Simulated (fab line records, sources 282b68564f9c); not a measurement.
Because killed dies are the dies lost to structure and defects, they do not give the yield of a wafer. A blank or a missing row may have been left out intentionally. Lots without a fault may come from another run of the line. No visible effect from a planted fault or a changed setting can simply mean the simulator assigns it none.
fab line records	flow ritCmos
[record] lots = 5	wafers = 23
route steps=202 shown ACTIVE@2 FOX1@20 FOX2@23 NWELL@36 PWELL@40 WELLDRIVE@50 PRETRO@72 GATE@84 M1@202
startH: hours from the record's first day to the start of the lot's first wafer shown	waitH: how many hours have passed since the lot's step before this one	" as in the row above	L1.1+2: one row covering several wafers at once	- either no value or no given start	* or withheld: withheld	< > ~ a bound
route shown NAME@n: names a module that has steps shown in the file, with the first one's number in the route	usual: mean/standard deviation taken from wafers without a fault	same: alike in all rows	chamber/n: place in a boat	sites: per-site readings	_std_site: standard deviation of those values	_edge_site: mean of outer sites minus mean of inner sites	radiusMm: how far each site lies from the wafer's centre	mask NAME#n: copy n	behind: tool/chamber where the wafer was last shaped	hold: why the lot was held/for how many hours/how that ended	device: whichever transistor did not switch (one of n, p or np)	end of line: tests run on the same wafers once the route is complete	a step without rows: its recipe alone	killed: at the first sort, the dies lost to defects and structure; wafer yield is something else	map: per-die view of a wafer (x killed, . not killed, _ where there is no die)
set.NAME: the setting that was run; set.NAME@STEP: the one run at that earlier step	model.NAME: the simulator's own value behind a step, which no gauge read
lots whose settings were changed on purpose; a table a step, a row a wafer
[[steps]]
[step RIT_ACTIVE_OXIDATION_01]
[recipe] tempC = 1000	ambient = O2	targetThkA = 468	oxTimeS = 3360
lot.wafer	tool	chamber	startH	waitH	set.tempC	model.SiO2_of_ACTIVE_OXIDATION_01.thkNm
L074.1	-	-	-	0.7	1017	52.95
L074.2	"	-	"	"	1017	52.86
L074.4	"	-	"	"	1017	53.34
L074.5	"	-	"	"	1017	51.79
L074.6	"	-	"	"	1017	53.02
L079.1	-	-	-	0.9	1023	57.42
L079.2	"	-	"	"	1023	57.7
L079.3	"	-	"	"	1023	57.87
L079.4	"	-	"	"	1023	58.4
L079.5	"	-	"	"	1023	57.77
L080.1	-	-	-	0.1	1016	55.01
L080.2	"	-	"	"	1016	55.47
L080.3	"	-	"	"	1016	55.2
L080.4	"	-	"	"	1016	54.8
L080.5	"	-	"	"	1016	55.07
L084.1	-	-	-	1.1	990	43.23
L084.2	"	-	"	"	990	43.18
L084.3	"	-	"	"	990	42.77
L084.4	"	-	"	"	990	43.7
L084.5	"	-	"	"	990	44.45
L085.3	furnace-02	0	66.12	1.1	1000	46.62
L085.5	"	0	"	"	1000	47.33
L085.6	"	0	"	"	1000	46.61
[step RIT_ACTIVE_THK_MEAS_02]
[recipe] reads = SiO2_of_ACTIVE_OXIDATION_01
[usual] ACTIVE_OXIDE_THK = 46.6/0.95
lot.wafer	tool	chamber	startH	waitH	set.tempC@ACTIVE_OXIDATION_01	ACTIVE_OXIDE_THK[nm]
L074.1	filmMetro-03	-	-	-	1017	53.0
L074.2	"	-	"	"	1017	52.9
L074.4	"	-	"	"	1017	53.4
L074.5	"	-	"	"	1017	51.8
L074.6	"	-	"	"	1017	53.0
L079.1	filmMetro-02	-	-	-	1023	57.4
L079.2	"	-	"	"	1023	57.7
L079.3	"	-	"	"	1023	57.9
L079.4	"	-	"	"	1023	58.4
L079.5	"	-	"	"	1023	57.8
L080.1	filmMetro-03	-	-	-	1016	55.0
L080.2	"	-	"	"	1016	55.5
L080.3	"	-	"	"	1016	55.2
L080.4	"	-	"	"	1016	54.8
L080.5	"	-	"	"	1016	55.1
L084.1	filmMetro-03	-	-	-	990	43.2
L084.2	"	-	"	"	990	43.2
L084.3	"	-	"	"	990	42.8
L084.4	"	-	"	"	990	43.7
L084.5	"	-	"	"	990	44.5
L085.3	filmMetro-03	-	68.07	0.0	1000	46.6
L085.5	"	-	"	"	1000	47.4
L085.6	"	-	"	"	1000	46.6
[step RIT_ACTIVE_COAT_06]
[recipe] resist = NOVOLAK	spinRpm = 3250	resistThkNm = 1000
lot.wafer	tool	chamber	startH	waitH	set.resistThkNm	model.NOVOLAK_of_ACTIVE_COAT_06.thkNm
L074.1	lithoTrack-03	0	14.80	0.1	1000	996.9
L074.2	"	0	"	"	1000	996.1
L074.4	"	0	"	"	979.8	977.6
L074.5	"	0	"	"	1000	997.8
L074.6	"	0	"	"	979.8	978.1
L079.1	lithoTrack-01	0	40.29	0.1	1054	1050
L079.2	"	0	"	"	1054	1052
L079.3	"	0	"	"	1000	999
L079.4	"	0	"	"	1000	999.8
L079.5	"	0	"	"	1054	1051
L080.1	lithoTrack-02	0	43.78	0.1	1000	998.5
L080.2	"	0	"	"	1000	998.2
L080.3	"	0	"	"	1000	994.3
L080.4	"	0	"	"	1000	995.2
L080.5	"	0	"	"	1000	994.1
L084.1+4	lithoTrack-01	0	65.45	0.1	1021	1019
L084.2	"	0	"	"	1000	998.5
L084.3	"	0	"	"	1000	998.9
L084.5	"	0	"	"	1021	1018
L085.3	lithoTrack-02	0	70.50	0.1	1000	999.1
L085.5+6	"	0	"	"	1000	1002
[step RIT_ACTIVE_DEVELOP_10]
[recipe] resist = NOVOLAK	developTimeS = 50	devTempC = 23
lot.wafer	tool	chamber	startH	waitH	set.devTempC
L074.1+2+4	lithoTrack-03	0	-	-	24.84
L074.5+6	"	0	"	"	23
L079.1+3+4	lithoTrack-02	0	-	-	23
L079.2+5	"	0	"	"	20.03
L080.1+2+3+4+5	lithoTrack-02	0	-	-	23
L084.1+2+3+4+5	lithoTrack-01	0	-	-	23
L085.3+5+6	lithoTrack-02	0	-	-	23
[step RIT_ACTIVE_HARDBAKE_12]
[recipe] resist = NOVOLAK	tempC = 140	timeS = 60
[step RIT_ACTIVE_ETCH_13]
[recipe] stopOn = SiO2	chemistry = SF6	target = Si3N4	timeS = 210	overEtchFrac = 0.4	SF6_flow_sccm = 200	pressureMtorr = 260	rfW = 125	targetDepthA = 2100
lot.wafer	tool	chamber	startH	waitH	set.tempC@ACTIVE_OXIDATION_01	model.SiO2_of_ACTIVE_OXIDATION_01.thkNm
L074.1	rieDiel-04	1	15.77	0.1	1017	52.95
L074.2	"	3	"	"	1017	52.86
L074.4	"	0	"	"	1017	53.34
L074.5	"	2	"	"	1017	51.79
L074.6	"	1	"	"	1017	53.02
L079.1	rieDiel-03	2	41.39	0.1	1023	57.42
L079.2	"	0	"	"	1023	57.7
L079.3	"	3	"	"	1023	57.87
L079.4	"	1	"	"	1023	58.4
L079.5	"	0	"	"	1023	57.77
L080.1	rieDiel-04	2	44.88	0.1	1016	55.01
L080.2	"	0	"	"	1016	55.47
L080.3	"	1	"	"	1016	55.2
L080.4	"	3	"	"	1016	54.8
L080.5	"	2	"	"	1016	55.07
L084.1	rieDiel-01	1	66.42	0.1	990	43.23
L084.2	"	2	"	"	990	43.18
L084.3	"	0	"	"	990	42.77
L084.4	"	3	"	"	990	43.7
L084.5	"	1	"	"	990	44.45
L085.3	rieDiel-01	0	71.58	0.1	1000	46.62
L085.5	"	1	"	"	1000	47.33
L085.6	"	2	"	"	1000	43.74
[step RIT_FOX1_OXIDATION_00]
[recipe] tempC = 1100	ambient = H2O	targetThkA = 3507	pH2oTorr = 720	oxTimeS = 1130
lot.wafer	tool	chamber	startH	waitH	set.tempC	model.SiO2_of_FOX1_OXIDATION_00.thkNm
L074.1	-	-	-	0.7	1100	349.4
L074.2	"	-	"	"	1100	348.1
L074.4	"	-	"	"	1100	355
L074.5	"	-	"	"	1100	352.8
L074.6	"	-	"	"	1100	355.5
L079.1	-	-	-	0.0	1077	318
L079.2	"	-	"	"	1077	318.1
L079.3	"	-	"	"	1077	311.6
L079.4	"	-	"	"	1077	322.7
L079.5	"	-	"	"	1077	316.8
L080.1	-	-	-	1.5	1131	403
L080.2	"	-	"	"	1131	406.3
L080.3	"	-	"	"	1131	403.1
L080.4	"	-	"	"	1131	402.6
L080.5	"	-	"	"	1131	403.7
L084.1	-	-	-	1.1	1100	354.1
L084.2+3	"	-	"	"	1100	353.5
L084.4	"	-	"	"	1100	351.4
L084.5	"	-	"	"	1100	361.1
L085.3	furnace-01	0	73.48	1.1	1100	352.2
L085.5	"	0	"	"	1100	357.7
L085.6	"	0	"	"	1100	353.3
[step RIT_FOX1_THK_MEAS_01]
[recipe] reads = SiO2_of_FOX1_OXIDATION_00
[usual] FOX1_OXIDE_THK = 351/6.6
lot.wafer	tool	chamber	startH	waitH	set.tempC@FOX1_OXIDATION_00	FOX1_OXIDE_THK[nm]
L074.1	filmMetro-03	-	-	-	1100	349
L074.2	"	-	"	"	1100	348
L074.4	"	-	"	"	1100	355
L074.5	"	-	"	"	1100	353
L074.6	"	-	"	"	1100	356
L079.1	filmMetro-02	-	-	-	1077	318
L079.2	"	-	"	"	1077	318
L079.3	"	-	"	"	1077	312
L079.4	"	-	"	"	1077	323
L079.5	"	-	"	"	1077	317
L080.1	filmMetro-02	-	-	-	1131	403
L080.2	"	-	"	"	1131	406
L080.3	"	-	"	"	1131	403
L080.4	"	-	"	"	1131	402
L080.5	"	-	"	"	1131	404
L084.1	filmMetro-03	-	-	-	1100	354
L084.2	"	-	"	"	1100	354
L084.3	"	-	"	"	1100	353
L084.4	"	-	"	"	1100	351
L084.5	"	-	"	"	1100	361
L085.3	filmMetro-01	-	74.82	0.0	1100	353
L085.5	"	-	"	"	1100	358
L085.6	"	-	"	"	1100	353
[step RIT_FOX1_WET_ETCH_02]
[recipe] chemistry = BOE	targetDepthNm = 350	timeS = 390	tempC = 21.5	dry = n2Spin	dilution = 10:1	target = SiO2
[step RIT_FOX2_OXIDATION_00]
[recipe] tempC = 1100	ambient = H2O	targetThkA = 3507	pH2oTorr = 720	oxTimeS = 1130
[step RIT_FOX2_CLEAN_02]
[recipe] chemistry = dHF	dilution = 50:1	timeS = 180
[step RIT_FOX2_WET_ETCH_03]
[recipe] chemistry = H3PO4	target = Si3N4	targetDepthNm = 195	tempC = 165	timeS = 2700
lot.wafer	tool	chamber	startH	waitH	set.tempC@ACTIVE_OXIDATION_01	model.SiO2_of_ACTIVE_OXIDATION_01.thkNm
L074.1	wetBench-03	2	21.05	0.0	1017	47.11
L074.2	"	2	"	"	1017	46.37
L074.4	"	2	"	"	1017	46.27
L074.5	"	2	"	"	1017	44.96
L074.6	"	2	"	"	1017	47.15
L079.1	wetBench-03	2	45.36	0.0	1023	50.23
L079.2	"	2	"	"	1023	51.34
L079.3	"	2	"	"	1023	50.69
L079.4	"	2	"	"	1023	51.9
L079.5	"	2	"	"	1023	51.37
L080.1	wetBench-01	3	50.10	0.0	1016	47.81
L080.2	"	3	"	"	1016	48.14
L080.3	"	3	"	"	1016	49.09
L080.4	"	3	"	"	1016	48.07
L080.5	"	3	"	"	1016	47.86
L084.1	wetBench-01	0	71.95	0.0	990	38.35
L084.2	"	0	"	"	990	35.77
L084.3	"	0	"	"	990	37.93
L084.4	"	0	"	"	990	38.78
L084.5	"	0	"	"	990	39.45
L085.3	wetBench-01	0	76.61	0.0	1000	41.64
L085.5	"	0	"	"	1000	42.28
L085.6	"	0	"	"	1000	39.08
[step RIT_NWELL_IMPLANT_08]
[recipe] species = P	energyKev = 170	doseCm2 = 5e+13	tiltDeg = 7
lot.wafer	tool	chamber	startH	waitH	set.energyKev	model.implant.rpNm	model.implant.drpNm
L074.1+2	implanter-01	0	23.18	0.2	161.6	209.9	66.31
L074.4+5+6	"	0	"	"	170	221.1	68.82
L079.1+2+4	implanter-03	0	47.45	0.2	170	209.6	68.82
L079.3+5	"	0	"	"	177.5	219.2	71.09
L080.1+2+3+4+5	implanter-01	0	52.21	0.2	170	213.5	68.82
L084.1+5	implanter-04	0	74.14	0.2	170	209.9	68.82
L084.2+3+4	"	0	"	"	175.6	217	70.52
L085.3+5+6	implanter-04	0	78.77	0.2	170	213.8	68.82
[step RIT_PWELL_COAT_01]
[recipe] resist = NOVOLAK	spinRpm = 2000	resistThkNm = 1300
lot.wafer	tool	chamber	startH	waitH	set.spinRpm	model.NOVOLAK_of_PWELL_COAT_01.thkNm
L074.1+4	lithoTrack-04	0	23.71	0.1	2000	1299
L074.2+6	"	0	"	"	2000	1297
L074.5	"	0	"	"	2000	1298
L079.1	lithoTrack-01	0	47.98	0.1	1962	1315
L079.2	"	0	"	"	1962	1313
L079.3	"	0	"	"	1962	1312
L079.4	"	0	"	"	2000	1303
L079.5	"	0	"	"	2000	1302
L080.1	lithoTrack-04	0	52.75	0.1	2000	1306
L080.2+3	"	0	"	"	2050	1288
L080.4	"	0	"	"	2050	1290
L080.5	"	0	"	"	2000	1305
L084.1	lithoTrack-03	0	74.70	0.1	1892	1344
L084.2+4	"	0	"	"	2000	1303
L084.3	"	0	"	"	1892	1343
L084.5	"	0	"	"	1892	1341
L085.3	lithoTrack-03	0	79.30	0.1	2000	1300
L085.5	"	0	"	"	2000	1298
L085.6	"	0	"	"	2000	1297
[step RIT_PWELL_SOFTBAKE_02]
[recipe] resist = NOVOLAK	tempC = 90	timeS = 60
[step RIT_PWELL_EXPOSE_03]
[recipe] maskId = M3	na = 0.57	targetCdNm = 43700	doseMj = 250
[step RIT_PWELL_DEVELOP_05]
[recipe] resist = NOVOLAK	developTimeS = 68	devTempC = 23
[step RIT_PWELL_HARDBAKE_07]
[recipe] resist = NOVOLAK	tempC = 140	timeS = 120
lot.wafer	tool	chamber	startH	waitH	set.spinRpm@PWELL_COAT_01	model.NOVOLAK_of_PWELL_COAT_01.thkNm
L074.1+4	lithoTrack-04	0	24.60	0.0	2000	1136
L074.2+5	"	0	"	"	2000	1135
L074.6	"	0	"	"	2000	1134
L079.1	lithoTrack-03	0	48.75	0.0	1962	1150
L079.2	"	0	"	"	1962	1148
L079.3	"	0	"	"	1962	1147
L079.4	"	0	"	"	2000	1140
L079.5	"	0	"	"	2000	1138
L080.1	lithoTrack-01	0	53.51	0.0	2000	1142
L080.2	"	0	"	"	2050	1126
L080.3	"	0	"	"	2050	1127
L080.4	"	0	"	"	2050	1129
L080.5	"	0	"	"	2000	1141
L084.1	lithoTrack-03	0	75.59	0.0	1892	1175
L084.2	"	0	"	"	2000	1140
L084.3	"	0	"	"	1892	1174
L084.4	"	0	"	"	2000	1139
L084.5	"	0	"	"	1892	1172
L085.3	lithoTrack-03	0	80.10	0.1	2000	1137
L085.5	"	0	"	"	2000	1135
L085.6	"	0	"	"	2000	1134
[step RIT_PWELL_IMPLANT_08]
[recipe] species = B	energyKev = 170	doseCm2 = 7e+13	tiltDeg = 7
lot.wafer	tool	chamber	startH	waitH	set.doseCm2
L074.1+2+4+5+6	implanter-04	0	24.85	0.2	7e+13
L079.1+4	implanter-04	0	49.00	0.2	7.197e+13
L079.2+3+5	"	0	"	"	7e+13
L080.1+2+5	implanter-01	0	53.76	0.2	7.142e+13
L080.3+4	"	0	"	"	7e+13
L084.1+4	implanter-04	0	75.84	0.2	7e+13
L084.2+3+5	"	0	"	"	6.797e+13
L085.3+5+6	implanter-04	0	80.32	0.2	7e+13
[step RIT_PWELL_STRIP_09]
[recipe] chemistry = O2	timeS = 180	resist = NOVOLAK	platenTempC = withheld	powerW = 500	pressureMtorr = 4000	o2FlowSccm = 4000
[step RIT_WELLDRIVE_ANNEAL_00]
[recipe] tempC = 1100	timeS = 14700	ambient = N2
[step RIT_WELLDRIVE_RS_MEAS_02]
[recipe] thkMeasGauge = four-point-probe
[usual] PWELL_RS = 429.7/1.2
lot.wafer	tool	chamber	startH	waitH	set.doseCm2@PWELL_IMPLANT_08	PWELL_RS[ohm/sq]
L074.1	filmMetro-01	-	30.44	0.1	7e+13	429.5
L074.2	"	-	"	"	7e+13	429.2
L074.4	"	-	"	"	7e+13	430.0
L074.5	"	-	"	"	7e+13	430.6
L074.6	"	-	"	"	7e+13	428.2
L079.1	filmMetro-01	-	54.59	0.1	7.197e+13	422.0
L079.2	"	-	"	"	7e+13	429.4
L079.3	"	-	"	"	7e+13	430.0
L079.4	"	-	"	"	7.197e+13	422.2
L079.5	"	-	"	"	7e+13	430.1
L080.1	filmMetro-04	-	59.45	0.1	7.142e+13	423.5
L080.2	"	-	"	"	7.142e+13	424.1
L080.3	"	-	"	"	7e+13	429.4
L080.4	"	-	"	"	7e+13	429.9
L080.5	"	-	"	"	7.142e+13	424.4
L084.1	filmMetro-03	-	81.50	0.1	7e+13	432.2
L084.2	"	-	"	"	6.797e+13	440.1
L084.3	"	-	"	"	6.797e+13	439.3
L084.4	"	-	"	"	7e+13	431.3
L084.5	"	-	"	"	6.797e+13	440.5
L085.3	filmMetro-04	-	86.18	0.1	7e+13	429.8
L085.5	"	-	"	"	7e+13	428.7
L085.6	"	-	"	"	7e+13	428.0
[step RIT_PRETRO_IMPLANT_08]
[recipe] species = B	energyKev = 45	doseCm2 = 1.2e+13	tiltDeg = 7
lot.wafer	tool	chamber	startH	waitH	set.energyKev	model.implant.rpNm	model.implant.drpNm
L074.1+2+4+5+6	implanter-02	0	33.43	0.2	45	147.6	55.07
L079.1+3+4	implanter-03	0	57.62	0.2	47.32	155.1	56.73
L079.2+5	"	0	"	"	45	147.9	55.07
L080.1+2+3+4+5	implanter-04	0	62.62	0.2	45	143.5	55.07
L084.1+2+4	implanter-03	0	84.54	0.2	45	140.3	55.07
L084.3+5	"	0	"	"	43.4	135.6	53.9
L085.3+5+6	implanter-04	0	89.08	0.2	45	137.9	55.07
[step RIT_GATE_CVD_08]
[recipe] material = poly-Si	targetThkNm = 250	tempC = 610	precursor = SiH4	timeS = 2220	pressureMtorr = 300	sih4FlowSccm = 100
lot.wafer	tool	chamber	startH	waitH	set.sih4FlowSccm	model.poly-Si_of_GATE_CVD_08.thkNm
L074.1	-	-	-	0.3	105.8	263.9
L074.2	"	-	"	"	105.8	262.9
L074.4	"	-	"	"	105.8	262.8
L074.5	"	-	"	"	105.8	264.9
L074.6	"	-	"	"	105.8	261.8
L079.1	-	-	-	0.1	93.11	235.7
L079.2	"	-	"	"	93.11	234
L079.3	"	-	"	"	93.11	234.7
L079.4	"	-	"	"	93.11	235.8
L079.5	"	-	"	"	93.11	233.7
L080.1	-	-	-	0.1	91.22	225.4
L080.2	"	-	"	"	91.22	227.9
L080.3	"	-	"	"	91.22	226
L080.4	"	-	"	"	91.22	226.6
L080.5	"	-	"	"	91.22	226.7
L084.1	-	-	-	0.1	112.2	277.3
L084.2	"	-	"	"	112.2	279.3
L084.3	"	-	"	"	112.2	278.8
L084.4	"	-	"	"	112.2	281
L084.5	"	-	"	"	112.2	278.1
L085.3	lpcvd-02	0	91.87	0.6	100	249.4
L085.5	"	0	"	"	100	249.8
L085.6	"	0	"	"	100	248.7
[step RIT_GATE_THK_MEAS_09]
[recipe] reads = poly-Si_of_GATE_CVD_08
[usual] GATE_POLY_THK = 249.5/1.7
lot.wafer	tool	chamber	startH	waitH	set.sih4FlowSccm@GATE_CVD_08	GATE_POLY_THK[nm]
L074.1	filmMetro-01	-	-	-	105.8	264.0
L074.2	"	-	"	"	105.8	262.7
L074.4	"	-	"	"	105.8	262.7
L074.5	"	-	"	"	105.8	265.3
L074.6	"	-	"	"	105.8	261.8
L079.1	filmMetro-01	-	-	-	93.11	235.8
L079.2	"	-	"	"	93.11	234.0
L079.3	"	-	"	"	93.11	234.7
L079.4	"	-	"	"	93.11	235.9
L079.5	"	-	"	"	93.11	233.7
L080.1	filmMetro-01	-	-	-	91.22	225.6
L080.2	"	-	"	"	91.22	227.9
L080.3	"	-	"	"	91.22	226.1
L080.4	"	-	"	"	91.22	226.5
L080.5	"	-	"	"	91.22	226.7
L084.1	filmMetro-01	-	-	-	112.2	277.2
L084.2	"	-	"	"	112.2	279.5
L084.3	"	-	"	"	112.2	278.9
L084.4	"	-	"	"	112.2	281.1
L084.5	"	-	"	"	112.2	278.1
L085.3	filmMetro-02	-	93.51	0.0	100	249.4
L085.5	"	-	"	"	100	249.7
L085.6	"	-	"	"	100	248.8
[step RIT_GATE_EXPOSE_13]
[recipe] maskId = M6	na = 0.6	sourceShape = conventional	sigmaOuter = 0.6	targetCdNm = 150	doseMj = 380
lot.wafer	tool	chamber	startH	waitH	mask	set.doseMj
L074.1+2+5	ilineStepper-01	0	39.86	0.5	M6#0	380
L074.4+6	"	0	"	"	M6#0	395.2
L079.1+3	ilineStepper-01	0	65.63	0.2	M6#0	380
L079.2+4+5	"	0	"	"	M6#0	366
L080.1+3+5	ilineStepper-01	0	70.49	0.1	M6#0	380
L080.2+4	"	0	"	"	M6#0	391
L084.1+4+5	ilineStepper-01	0	90.34	0.1	M6#0	380
L084.2+3	"	0	"	"	M6#0	369.3
L085.3+5+6	ilineStepper-01	0	94.04	0.1	M6#0	380
[step RIT_GATE_PEB_14]
[recipe] resist = NOVOLAK	tempC = withheld	timeS = withheld
[step RIT_GATE_DEVELOP_15]
[recipe] resist = NOVOLAK	developTimeS = 50	devTempC = 21.8
lot.wafer	tool	chamber	startH	waitH	set.doseMj@GATE_EXPOSE_13	model.GATE.cdNm
L074.1	lithoTrack-03	0	-	-	380	144.9
L074.2	"	0	"	"	380	145.3
L074.4	"	0	"	"	395.2	125.9
L074.5	"	0	"	"	380	145.2
L074.6	"	0	"	"	395.2	127.7
L079.1	lithoTrack-03	0	-	-	380	150.1
L079.2	"	0	"	"	366	169.8
L079.3	"	0	"	"	380	148.7
L079.4	"	0	"	"	366	165.1
L079.5	"	0	"	"	366	167
L080.1	lithoTrack-02	0	-	-	380	149.3
L080.2	"	0	"	"	391	132.5
L080.3	"	0	"	"	380	145
L080.4	"	0	"	"	391	133.3
L080.5	"	0	"	"	380	148.2
L084.1	lithoTrack-03	0	-	-	380	147
L084.2	"	0	"	"	369.3	161.8
L084.3	"	0	"	"	369.3	162.1
L084.4	"	0	"	"	380	149.3
L084.5	"	0	"	"	380	148.7
L085.3	lithoTrack-04	0	-	-	380	143.9
L085.5	"	0	"	"	380	144.9
L085.6	"	0	"	"	380	144
[step RIT_GATE_CD_MEAS_16]
[recipe] targetCdNm = 150
[usual] cdNm = 148.8/2.9
lot.wafer	tool	chamber	startH	waitH	set.doseMj@GATE_EXPOSE_13	cdNm
L074.1	cdSem-01	-	40.26	-	380	144.6
L074.2	"	-	"	"	380	145.7
L074.4	"	-	"	"	395.2	125.9
L074.5	"	-	"	"	380	145.3
L074.6	"	-	"	"	395.2	127.4
L079.1	cdSem-01	-	66.03	-	380	150.3
L079.2	"	-	"	"	366	169.5
L079.3	"	-	"	"	380	148.8
L079.4	"	-	"	"	366	165.4
L079.5	"	-	"	"	366	166.9
L080.1	cdSem-02	-	71.03	-	380	149.3
L080.2	"	-	"	"	391	132.6
L080.3	"	-	"	"	380	144.9
L080.4	"	-	"	"	391	133.4
L080.5	"	-	"	"	380	148.1
L084.1	cdSem-01	-	90.74	-	380	146.6
L084.2	"	-	"	"	369.3	161.8
L084.3	"	-	"	"	369.3	161.9
L084.4	"	-	"	"	380	149.2
L084.5	"	-	"	"	380	148.8
L085.3	cdSem-01	-	94.44	-	380	144.0
L085.5	"	-	"	"	380	145.2
L085.6	"	-	"	"	380	144.1
[step RIT_M1_PROBE_99]
lot.wafer	tool	chamber	startH	waitH	set.doseMj@GATE_EXPOSE_13	model.etest.nmos_0p15.rOnOhmUm	model.etest.pmos_0p15.rOnOhmUm	model.etest.pmosTurned.rOnOhmUm
L074.1	prober-02	-	64.92	0.1	380	1127	2757	3542
L074.2	prober-02	-	64.97	0.1	380	1140	2796	3564
L074.4	prober-02	-	65.07	0.2	395.2	976.6	2317	3105
L074.5	prober-02	-	65.12	0.2	380	1092	2729	3579
L074.6	prober-02	-	65.17	0.2	395.2	998.9	2369	3172
L079.1	prober-01	-	87.01	0.1	380	1152	2821	3352
L079.2	prober-01	-	87.06	0.1	366	1310	3242	3799
L079.3	prober-01	-	87.11	0.2	380	1084	2742	3303
L079.4	prober-01	-	87.16	0.2	366	1266	3132	3709
L079.5	prober-01	-	87.21	0.2	366	1274	3156	3710
L080.1	prober-02	-	93.96	0.1	380	1167	2762	3306
L080.2	prober-02	-	94.01	0.1	391	1061	2386	2923
L080.3	prober-02	-	94.06	0.2	380	1058	2540	3072
L080.4	prober-02	-	94.11	0.2	391	1034	2355	2916
L080.5	prober-02	-	94.16	0.2	380	1192	2772	3326
L084.1	prober-02	-	111.83	0.1	380	1134	2677	3464
L084.2	prober-02	-	111.88	0.1	369.3	1326	3196	3977
L084.3	prober-02	-	111.93	0.2	369.3	1258	3073	3941
L084.4	prober-02	-	111.98	0.2	380	1198	2847	3679
L084.5	prober-02	-	112.03	0.2	380	1252	2886	3673
L085.3	prober-01	-	115.42	0.2	380	1088	2677	3339
L085.5	prober-01	-	115.52	0.2	380	1070	2666	3345
L085.6	prober-01	-	115.57	0.2	380	1100	2730	3422
// killed by level:class
L085.3 GATE:geometricParticle:open=2 FOX1:geometricParticle:short=1 FOX2:geometricParticle:open=1
L085.5 GATE:geometricParticle:short=7 GATE:geometricParticle:open=5 SILICIDE:geometricParticle:short=2 REOX:geometricParticle:short=1 SILICIDE:geometricParticle:open=1
L085.6 GATE:geometricParticle:short=4 FOX2:geometricParticle:short=1 FOX2:geometricParticle:open=1 GATE:geometricParticle:open=1 SPACER:geometricParticle:open=1 SILICIDE:geometricParticle:short=1
[[key]]
[split] step = RIT_ACTIVE_OXIDATION_01	setting = tempC	stated = 1000	by = lot
[response] step = RIT_ACTIVE_OXIDATION_01	reading = model.SiO2_of_ACTIVE_OXIDATION_01.thkNm	change = +4.22	per = 1%	r = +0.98
[response] step = RIT_ACTIVE_THK_MEAS_02	reading = ACTIVE_OXIDE_THK	change = +4.23	per = 1%	r = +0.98
[response] step = RIT_ACTIVE_ETCH_13	reading = model.SiO2_of_ACTIVE_OXIDATION_01.thkNm	change = +4.3	per = 1%	r = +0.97
[response] step = RIT_FOX2_WET_ETCH_03	reading = model.SiO2_of_ACTIVE_OXIDATION_01.thkNm	change = +3.8	per = 1%	r = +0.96
[split] step = RIT_ACTIVE_COAT_06	setting = resistThkNm	stated = 1000	by = wafer
[response] step = RIT_ACTIVE_COAT_06	reading = model.NOVOLAK_of_ACTIVE_COAT_06.thkNm	change = +9.53	per = 1%	r = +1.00
[split] step = RIT_ACTIVE_DEVELOP_10	setting = devTempC	stated = 23	by = wafer
response none clear
[split] step = RIT_FOX1_OXIDATION_00	setting = tempC	stated = 1100	by = lot
[response] step = RIT_FOX1_OXIDATION_00	reading = model.SiO2_of_FOX1_OXIDATION_00.thkNm	change = +17.6	per = 1%	r = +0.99
[response] step = RIT_FOX1_THK_MEAS_01	reading = FOX1_OXIDE_THK	change = +17.6	per = 1%	r = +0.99
[split] step = RIT_NWELL_IMPLANT_08	setting = energyKev	stated = 170	by = wafer
[response] step = RIT_NWELL_IMPLANT_08	reading = model.implant.rpNm	change = +2.21	per = 1%	r = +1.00
[response] step = RIT_NWELL_IMPLANT_08	reading = model.implant.drpNm	change = +0.513	per = 1%	r = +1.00
[split] step = RIT_PWELL_COAT_01	setting = spinRpm	stated = 2000	by = wafer
[response] step = RIT_PWELL_COAT_01	reading = model.NOVOLAK_of_PWELL_COAT_01.thkNm	change = -7.03	per = 1%	r = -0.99
[response] step = RIT_PWELL_HARDBAKE_07	reading = model.NOVOLAK_of_PWELL_COAT_01.thkNm	change = -6.05	per = 1%	r = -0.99
[split] step = RIT_PWELL_IMPLANT_08	setting = doseCm2	stated = 7e+13	by = wafer
[response] step = RIT_WELLDRIVE_RS_MEAS_02	reading = PWELL_RS	change = -2.79	per = 1%	r = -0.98
[split] step = RIT_PRETRO_IMPLANT_08	setting = energyKev	stated = 45	by = wafer
[response] step = RIT_PRETRO_IMPLANT_08	reading = model.implant.rpNm	change = +1.37	per = 1%	r = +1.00
[response] step = RIT_PRETRO_IMPLANT_08	reading = model.implant.drpNm	change = +0.324	per = 1%	r = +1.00
[split] step = RIT_GATE_CVD_08	setting = sih4FlowSccm	stated = 100	by = lot
[response] step = RIT_GATE_CVD_08	reading = model.poly-Si_of_GATE_CVD_08.thkNm	change = +2.42	per = 1%	r = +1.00
[response] step = RIT_GATE_THK_MEAS_09	reading = GATE_POLY_THK	change = +2.42	per = 1%	r = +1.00
[split] step = RIT_GATE_EXPOSE_13	setting = doseMj	stated = 380	by = wafer
[response] step = RIT_GATE_DEVELOP_15	reading = model.GATE.cdNm	change = -4.79	per = 1%	r = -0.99
[response] step = RIT_GATE_CD_MEAS_16	reading = cdNm	change = -4.79	per = 1%	r = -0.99
[response] step = RIT_M1_PROBE_99	reading = model.etest.pmosTurned.rOnOhmUm	change = -112	per = 1%	r = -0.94
[response] step = RIT_M1_PROBE_99	reading = model.etest.pmos_0p15.rOnOhmUm	change = -109	per = 1%	r = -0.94
[response] step = RIT_M1_PROBE_99	reading = model.etest.nmos_0p15.rOnOhmUm	change = -36.5	per = 1%	r = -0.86
